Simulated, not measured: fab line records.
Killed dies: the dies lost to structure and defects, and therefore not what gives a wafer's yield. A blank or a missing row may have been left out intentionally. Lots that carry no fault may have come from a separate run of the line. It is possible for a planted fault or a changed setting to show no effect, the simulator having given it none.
Struck lot and sound lot, side by side ; flow berkeley_cmos170 ; 24 out of 331 route steps
Sound: wafers L299.2, L299.5, L299.6. Wafers L310.1, L310.3, L310.5 were the ones struck. At the end, the cause is stated.
Order at every step that has rows: each side's tool, ch and its chambers, its first start. Under that, the readings that differ: sound wafers ; struck wafers ; difference of the means ; sigmas: that difference in standard deviations of wafers without a fault.
alike: readings with means less than 2 such deviations apart, plus words and numbers identical on both sides. not compared: withheld readings, readings lacking a value on some wafer, bounds such as >300 that could conceal the same value, and numbers that have no deviation in the record and whose values overlap.
The two part at a step that has a row with sigmas, a row that says differs or no value, or rows on one side only. Numbers that have no deviation but don't overlap get no sigmas and don't part them. Lack of a reading on every wafer of one side parts them only where that side has two or more wafers.

UCB170_NWELL_ETCH_13: etches Si3N4 in CH3F/Ar/O2, stops on SiO2, target depth 246.4 nm, time 154 s.
  sound on rie_diel-03 ch 1,2,3, day 4 04:04; struck on rie_diel-02 ch 1,2, day 6 07:37
  alike: CH3F_flow_sccm, drypump_motor_current_A, oes_product_au, throttle_valve_pct
  not compared: rf_hours_counter_h
following that, these wafers have no rows for 1 step: UCB170_NWELL_IMPLANT_14.
UCB170_NWELL_STRIP_15: strips in O2.
  sound on plasma_asher-03 ch 0,1, day 4 04:19; struck on plasma_asher-04 ch 0, day 6 07:56
reading;sound;struck;difference;sigmas
drypump_motor_current_A (A);5.1 5.1 5.3;6.1 6.1 6.1;+0.9;+3
  alike: oes_product_au, strip_time_to_endpoint_s
  not compared: rf_hours_counter_h
UCB170_NWELL_TW_MEAS_16:
  sound: film_metro-01 at day 4 04:25; struck: film_metro-03 at day 6 08:02
  alike: NWELL_TW
then, 6 steps without rows for these wafers: UCB170_NWELL_CLEAN_17 (cleans in SPM, time 600 s); UCB170_NWELL_WET_ETCH_18 (etches Si3N4 in H3PO4, time 14400 s); UCB170_NWELL_WET_ETCH_19 (etches SiO2 in BOE, time 22 s); UCB170_PWELL_CLEAN_00 (cleans in SPM, time 600 s); UCB170_PWELL_CLEAN_01 (cleans in dHF, time 60 s); UCB170_PWELL_OXIDATION_02 (target thk 26.4 nm, ox time 1260 s).
UCB170_PWELL_THK_MEAS_03:
  sound: film_metro-02 at day 4 14:10; struck: film_metro-02 at day 6 17:44
  alike: PWELL_OXIDE_THK
then, 1 step without rows for these wafers: UCB170_PWELL_ANNEAL_04 (time 939.7 s).
UCB170_PWELL_CVD_05: deposits Si3N4 from SiH2Cl2/NH3, target thk 220 nm, time 3300 s.
  sound on lpcvd-01 ch 0, day 4 20:30; struck on lpcvd-01 ch 0, day 6 22:28
reading;sound;struck;difference;sigmas
model.Si3N4_of_PWELL_CVD_05.thk_nm (nm);218.7 220.6 219.3;89.38 90.26 92.15;-128.94;
UCB170_PWELL_THK_MEAS_06:
  sound: film_metro-04 at day 4 22:26; struck: film_metro-02 at day 7 00:23
reading;sound;struck;difference;sigmas
PWELL_NITRIDE_THK (nm);218.6 220.6 219.3;89.5 90.2 92.2;-128.9;-81
then, 6 steps without rows for these wafers: UCB170_PWELL_HMDS_07 (prime time 60 s); UCB170_PWELL_COAT_08 (resist thk 900 nm); UCB170_PWELL_SOFTBAKE_09 (time 60 s); UCB170_PWELL_EXPOSE_10 (exposes mask PWELL, target cd 3000 nm); UCB170_PWELL_PEB_11; UCB170_PWELL_DEVELOP_12 (develop time 45 s).
UCB170_PWELL_OVL_MEAS_13:
  sound: overlay-02 at day 4 23:43; struck: overlay-01 at day 7 01:47
  alike: PWELL_OVL
UCB170_PWELL_ETCH_14: etches Si3N4 in CH3F/Ar/O2, stops on SiO2, target depth 242 nm, time 151 s.
  sound on rie_diel-01 ch 0,1,2, day 4 23:44; struck on rie_diel-01 ch 0,2,3, day 7 01:50
reading;sound;struck;difference;sigmas
oes_product_au (a.u.);0.951 0.960 0.949;0.610 0.612 0.607;-0.344;-23
model.etch.depth_nm (nm);218.7 220.6 219.3;89.38 90.26 92.15;-128.94;
  alike: CH3F_flow_sccm, drypump_motor_current_A, throttle_valve_pct
  not compared: rf_hours_counter_h
following that, these wafers have no rows for 1 step: UCB170_PWELL_IMPLANT_15.
UCB170_M3_PROBE_99:
  the record holds rows for the sound wafers here (prober-02, day 9 17:35) but none for the struck ones

WHERE THEY PART
At UCB170_NWELL_STRIP_15 first; at UCB170_M3_PROBE_99 last (within this record only).

WHY: whatever the simulator had introduced
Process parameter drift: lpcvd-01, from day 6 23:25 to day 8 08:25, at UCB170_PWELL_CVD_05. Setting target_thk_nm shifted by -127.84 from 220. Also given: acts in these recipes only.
